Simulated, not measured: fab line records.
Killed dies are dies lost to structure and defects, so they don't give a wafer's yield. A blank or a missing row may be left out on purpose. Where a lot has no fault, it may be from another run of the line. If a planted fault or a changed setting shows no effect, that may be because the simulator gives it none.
Which tool did it? || flow berkeleyCmos170 || Sampling: 7 lots, 21 wafers, 2 of 331 route steps

WHAT THE GAUGES SHOWED, per wafer
UCB170_M3_RS_MEAS_02: uses a four-point probe to measure.
{"lot": "L699", "measured": "day 9 01:52", "on": "filmMetro-04", "M3_AL_RS (ohm/sq)": "0.0331 0.0329 0.0325"}
{"lot": "L702", "measured": "day 10 00:05", "on": "filmMetro-01", "M3_AL_RS (ohm/sq)": "0.0326 0.0321 0.0326"}
{"lot": "L705", "measured": "day 11 11:49", "on": "filmMetro-03", "M3_AL_RS (ohm/sq)": "- - -"}
{"lot": "L711", "measured": "day 12 09:37", "on": "filmMetro-03", "M3_AL_RS (ohm/sq)": "0.0322 0.0321 0.0317"}
{"lot": "L716", "measured": "day 13 12:19", "on": "filmMetro-04", "M3_AL_RS (ohm/sq)": "0.0315 0.0319 0.0321"}
{"lot": "L721", "measured": "day 14 05:55", "on": "filmMetro-01", "M3_AL_RS (ohm/sq)": "0.0319 0.0326 0.0323"}
{"lot": "L719", "measured": "day 14 10:37", "on": "filmMetro-03", "M3_AL_RS (ohm/sq)": "0.0327 0.0327 0.0324"}

WHICH TOOL RAN EACH LOT (tool, then ch and the chambers of the sampled wafers, then the start)
{"lot": "L699", "UCB170_M3_SPUTTER_01": "pvdSputter-03, day 9 01:47"}
{"lot": "L702", "UCB170_M3_SPUTTER_01": "pvdSputter-04, day 9 23:59"}
{"lot": "L705", "UCB170_M3_SPUTTER_01": "pvdSputter-04, day 11 11:42"}
{"lot": "L711", "UCB170_M3_SPUTTER_01": "pvdSputter-04, day 12 09:28"}
{"lot": "L716", "UCB170_M3_SPUTTER_01": "pvdSputter-03, day 13 12:14"}
{"lot": "L721", "UCB170_M3_SPUTTER_01": "pvdSputter-04, day 14 05:50"}
{"lot": "L719", "UCB170_M3_SPUTTER_01": "pvdSputter-04, day 14 10:32"}
- UCB170_M3_SPUTTER_01: material Al, target thk 900 nm, time 120 s.

THE ANSWER, worked out from the rows above alone
Rule: the lots themselves supply what counts as usual. The widest of any qualifying gaps counts: lots, ordered by their means at a reading, are off when they make up no more than a third of the lots, leave a main group of 4 or more, and stand apart from it by 3 or more times the standard deviation of that group's means. Not used: any main group whose means are identical at the precision the tables above print for the reading. A lot without any number at a reading at which 4 lots or more have one is off too. The other lots that the step has rows for count as sound.
Off: L705, at UCB170_M3_RS_MEAS_02 (M3_AL_RS). Without a number there: L705. The main group has a mean of 0.0323 ohm/sq with a standard deviation of 0.00034.
If a tool, at a process step before that reading, ran all the lots that are off and no sound lot after the first of them, it fits. The gauges at UCB170_M3_RS_MEAS_02 are tried like those tools. Not one of the candidates tried fits.

WHAT THE SIMULATOR HAD PUT IN
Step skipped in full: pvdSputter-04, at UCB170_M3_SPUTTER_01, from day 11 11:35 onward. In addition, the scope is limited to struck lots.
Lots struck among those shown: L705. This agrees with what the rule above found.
